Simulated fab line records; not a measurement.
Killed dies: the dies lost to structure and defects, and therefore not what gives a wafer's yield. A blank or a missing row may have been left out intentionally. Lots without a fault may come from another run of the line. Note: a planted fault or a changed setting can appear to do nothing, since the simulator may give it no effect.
A lot that was struck, set against a sound lot / flow ritCmos / 14 steps out of a route of 202
Sound: these wafers, L802.1, L802.5, L802.6. Wafers struck: L815.3, L815.4, L815.5. Last of all comes the cause.
For every step that has rows: the tool of each side, followed by ch and its chambers, followed by its first start. Under that, the readings that differ: sound wafers / struck wafers / difference of the means / sigmas: that difference in standard deviations of wafers without a fault.
alike: same words and numbers on both sides, and readings whose means sit less than 2 such deviations apart. not compared: any withheld reading, any reading some wafer has no value for, any bound like >300 that may hide the same value, and any number with overlapping values for which the record gives no deviation.
Wherever a step has rows on one side only, a row that says differs or no value, or a row with sigmas, the two part there. Non-overlapping numbers with no deviation appear without sigmas and do not part them. A reading missing from all wafers of one side parts the sides only when that side holds two or more wafers.

RIT_ACTIVE_THK_MEAS_02:
  sound on filmMetro-03, day 2 08:03; struck on filmMetro-04, day 5 01:04
reading=ACTIVE_OXIDE_THK (nm); sound=48.0 48.4 47.7; struck=45.8 45.3 46.5; difference=-2.2; sigmas=-3
then, 1 step without rows for these wafers: RIT_ACTIVE_CVD_03 (deposits Si3N4 from SiH2Cl2/NH3, target thk 150 nm, time 1500 s).
RIT_ACTIVE_THK_MEAS_04:
  sound on filmMetro-03, day 2 09:32; struck on filmMetro-03, day 5 02:33
  alike: ACTIVE_NITRIDE_THK
then, 6 steps without rows for these wafers: RIT_ACTIVE_HMDS_05 (prime time 60 s); RIT_ACTIVE_COAT_06 (resist thk 1000 nm); RIT_ACTIVE_SOFTBAKE_07 (time 60 s); RIT_ACTIVE_EXPOSE_08 (exposes mask M1, target cd 1400 nm); RIT_ACTIVE_PEB_09; RIT_ACTIVE_DEVELOP_10 (develop time 50 s).
RIT_ACTIVE_CD_MEAS_11 targets a cd of 1400 nm.
  sound on cdSem-01, day 2 10:26; struck on cdSem-02, day 5 03:36
  alike: cdNm
then, 1 step without rows for these wafers: RIT_ACTIVE_HARDBAKE_12 (time 60 s).
RIT_ACTIVE_ETCH_13: etches Si3N4 in SF6, stops on SiO2, time 210 s, target depth 210 nm.
  sound on rieDiel-02 ch 1,2, day 2 10:48; struck on rieDiel-04 ch 0,2, day 5 03:50
reading=throttleValvePct (%); sound=7.29 7.29 7.62; struck=7.71 7.72 7.69; difference=+0.31; sigmas=+2
  alike: chamberPressureMTorr, drypumpMotorCurrentA, oesProductAu, rfFwdPowerW
  not compared: rfHoursCounterH
RIT_ACTIVE_STRIP_14: strips in O2, time 180 s.
  sound on plasmaAsher-02 ch 0,1, day 2 10:56; struck on plasmaAsher-02 ch 0,1, day 5 04:02
  no value came back on the struck wafers for chamberPressureMTorr (mTorr), drypumpMotorCurrentA (A); on the sound wafers chamberPressureMTorr (mTorr) reads 3997 4001 3996
reading=model.NOVOLAK_of_ACTIVE_COAT_06.thkNm (nm); sound=0 0 0; struck=648.1 639.6 648.6; difference=+645.4; sigmas=
  not compared: rfHoursCounterH
RIT_ACTIVE_CD_MEAS_90 targets a cd of 1400 nm.
  sound on cdSem-01, day 2 11:06; struck on cdSem-02, day 5 04:11
  alike: cdNm

WHERE THEY PART
First at RIT_ACTIVE_THK_MEAS_02; last, within this record, at RIT_ACTIVE_STRIP_14. Later steps at which nothing parts them and some readings are alike: RIT_ACTIVE_CD_MEAS_90.

WHY: what the simulator had put in
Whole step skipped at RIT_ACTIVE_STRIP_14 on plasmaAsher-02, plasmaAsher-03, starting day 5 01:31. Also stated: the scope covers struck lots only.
